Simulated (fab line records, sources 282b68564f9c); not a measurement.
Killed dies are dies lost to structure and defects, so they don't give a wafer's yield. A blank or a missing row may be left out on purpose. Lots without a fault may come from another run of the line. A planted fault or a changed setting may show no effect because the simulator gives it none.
Which tool did it? | flow rit_cmos | 14 lots, 42 wafers sampled, at 2 steps of a route of 202

WHAT THE GAUGES READ, wafer by wafer
The record holds no reading of a measuring or inspecting step that can be judged against a usual standard deviation.

WHICH TOOL RAN EACH LOT (tool, then ch and the chambers of the sampled wafers, then the start)
lot  | RIT_M1_METAL_ETCH_12             | RIT_M1_PROBE_99
L384 | rie_metal-04 ch 0,1, day 3 11:25 | prober-01, day 3 13:43
L385 | rie_metal-01 ch 0, day 3 19:00   | prober-02, day 3 21:18
L387 | rie_metal-04 ch 0,1, day 4 01:43 | prober-01, day 4 03:58
L388 | rie_metal-01 ch 0, day 4 15:13   | prober-02, day 4 17:38
L389 | rie_metal-02 ch 0,1, day 4 20:18 | prober-01, day 4 22:34
L390 | rie_metal-04 ch 0,1, day 4 20:58 | prober-02, day 5 00:07
L393 | rie_metal-01 ch 0,1, day 5 18:52 | prober-02, day 5 21:25
L397 | rie_metal-01 ch 0,1, day 6 05:45 | prober-01, day 6 08:03
L398 | rie_metal-02 ch 0,1, day 6 09:28 | prober-02, day 6 11:46
L400 | rie_metal-02 ch 0,1, day 6 20:00 | prober-02, day 6 22:18
L401 | rie_metal-04 ch 0,1, day 7 02:21 | prober-01, day 7 04:38
L402 | rie_metal-02 ch 0,1, day 7 07:05 | prober-02, day 7 09:21
L404 | rie_metal-04 ch 0,1, day 7 18:34 | prober-02, day 7 20:49
L405 | rie_metal-02 ch 0, day 8 04:02   | prober-02, day 8 06:17
- RIT_M1_METAL_ETCH_12: etches Al in Cl2/BCl3, stops on SiO2, time 165 s, target depth 600 nm.
- RIT_M1_PROBE_99

WHAT THE TOOLS THEMSELVES READ (means of the sampled wafers that have a number; where no wafer has one, the mark that the record gives instead)
RIT_M1_METAL_ETCH_12.
lot  | tool         | bcl3_flow_sccm (sccm) | chamber_pressure_mTorr (mTorr) | drypump_motor_current_A (A) | he_backside_leak_sccm (sccm) | oes_product_au (a.u.) | throttle_valve_pct (%)
L384 | rie_metal-04 | 49.91                 | 100.09                         | 5.6                         | 3.26                         | 0.774                 | 8.08
L385 | rie_metal-01 | 50.14                 | 100.03                         | 5.9                         | 3.36                         | 0.781                 | 8.41
L387 | rie_metal-04 | 49.93                 | 100.00                         | 5.9                         | 3.34                         | 0.762                 | 8.12
L388 | rie_metal-01 | 49.94                 | 99.94                          | 5.9                         | 3.60                         | 0.778                 | 8.41
L389 | rie_metal-02 | 49.98                 | 100.00                         | 5.9                         | 3.10                         | 0.774                 | 8.23
L390 | rie_metal-04 | 50.05                 | 99.91                          | 6.0                         | 3.41                         | 0.759                 | 8.12
L393 | rie_metal-01 | 50.01                 | 100.10                         | 6.4                         | 3.41                         | 0.788                 | 8.34
L397 | rie_metal-01 | 49.90                 | 99.98                          | 6.2                         | 3.53                         | 0.760                 | 8.38
L398 | rie_metal-02 | 50.12                 | 99.98                          | 5.6                         | 3.02                         | 0.775                 | 8.31
L400 | rie_metal-02 | 50.01                 | 99.91                          | 5.9                         | 3.17                         | 0.776                 | 8.23
L401 | rie_metal-04 | 49.98                 | 99.98                          | 6.0                         | 3.36                         | 0.764                 | 8.12
L402 | rie_metal-02 | 49.91                 | 99.98                          | 5.9                         | 3.12                         | 0.775                 | 8.23
L404 | rie_metal-04 | 50.07                 | 99.99                          | 5.7                         | 3.30                         | 0.774                 | 8.09
L405 | rie_metal-02 | 49.82                 | 100.05                         | 5.3                         | 3.20                         | 0.773                 | 8.39

RIT_M1_PROBE_99.
lot  | tool      | defect_limited_yield (%) | killed_at_contacts | killed_at_front_end | killed_dies | killed_open | killed_short | sort_bin_3_pad_short (%) | sort_bin_5_function (%) | sort_bin_6_memory (%) | sort_n_pass | sort_yield_pct (%)
L384 | prober-01 | 97.1                     | 0.0                | 8                   | 8           | 3.3         | 4.3          | 0.1                      | 1.3                     | 1.5                   | 256         | 97.1
L385 | prober-02 | 97.3                     | 0.0                | 7                   | 7           | 3.3         | 3.7          | 0.3                      | 1.4                     | 1.0                   | 257         | 97.3
L387 | prober-01 | 98.6                     | 0.3                | 3                   | 4           | 2.0         | 1.7          | 0.0                      | 1.1                     | 0.3                   | 260         | 98.6
L388 | prober-02 | 97.8                     | 0.3                | 5                   | 6           | 2.3         | 3.3          | 0.3                      | 1.2                     | 0.8                   | 258         | 97.8
L389 | prober-01 | 98.1                     | 0.0                | 5                   | 5           | 3.0         | 2.0          | 0.0                      | 1.2                     | 0.8                   | 259         | 98.1
L390 | prober-02 | 98.2                     | 0.0                | 5                   | 5           | 3.0         | 1.7          | 0.0                      | 1.2                     | 0.7                   | 259         | 98.2
L393 | prober-02 | 97.7                     | 0.3                | 6                   | 6           | 3.3         | 2.7          | 0.0                      | 1.5                     | 0.8                   | 258         | 97.7
L397 | prober-01 | 97.7                     | 0.0                | 6                   | 6           | 3.3         | 2.7          | 0.3                      | 1.0                     | 1.0                   | 258         | 97.7
L398 | prober-02 | 98.1                     | 0.0                | 5                   | 5           | 1.3         | 3.7          | 0.3                      | 0.8                     | 0.9                   | 259         | 98.1
L400 | prober-02 | 97.7                     | 0.3                | 6                   | 6           | 2.7         | 3.3          | 0.0                      | 1.1                     | 1.1                   | 258         | 97.7
L401 | prober-01 | 96.8                     | 0.0                | 8                   | 8           | 2.7         | 5.7          | 0.1                      | 1.9                     | 1.1                   | 256         | 96.8
L402 | prober-02 | 98.5                     | 0.0                | 4                   | 4           | 2.3         | 1.7          | 0.0                      | 1.1                     | 0.4                   | 260         | 98.5
L404 | prober-02 | 96.2                     | 0.3                | 10                  | 10          | 4.7         | 5.3          | 0.4                      | 1.6                     | 1.8                   | 254         | 96.2
L405 | prober-02 | 97.1                     | 0.0                | 8                   | 8           | 3.0         | 4.7          | 0.4                      | 1.5                     | 1.0                   | 256         | 97.1

THE ANSWER, worked out from the rows above alone
Rule: what is usual is taken from the lots themselves. Put in order of their means at a reading, lots are off if they are a third of the lots or fewer, leave a main group of 4 or more, and stand apart from it by a gap of 3 or more times the standard deviation of the main group's means; of several such gaps the widest counts. A main group whose means are all the same, to the digits that the tables above print for the reading, isn't used. A lot without any number at a reading at which 4 lots or more have one is off too. The other lots that the step has rows for count as sound. The gauges are gone through in route order, then the tools' own readings, and for those a lot's mean is taken as printed above. The first step at which some lot is off is used, and at that step the reading that is off furthest; a lot without a number counts as furthest.
No lot is off at any reading shown: from this, nothing can be told.

WHAT THE SIMULATOR HAD PUT IN
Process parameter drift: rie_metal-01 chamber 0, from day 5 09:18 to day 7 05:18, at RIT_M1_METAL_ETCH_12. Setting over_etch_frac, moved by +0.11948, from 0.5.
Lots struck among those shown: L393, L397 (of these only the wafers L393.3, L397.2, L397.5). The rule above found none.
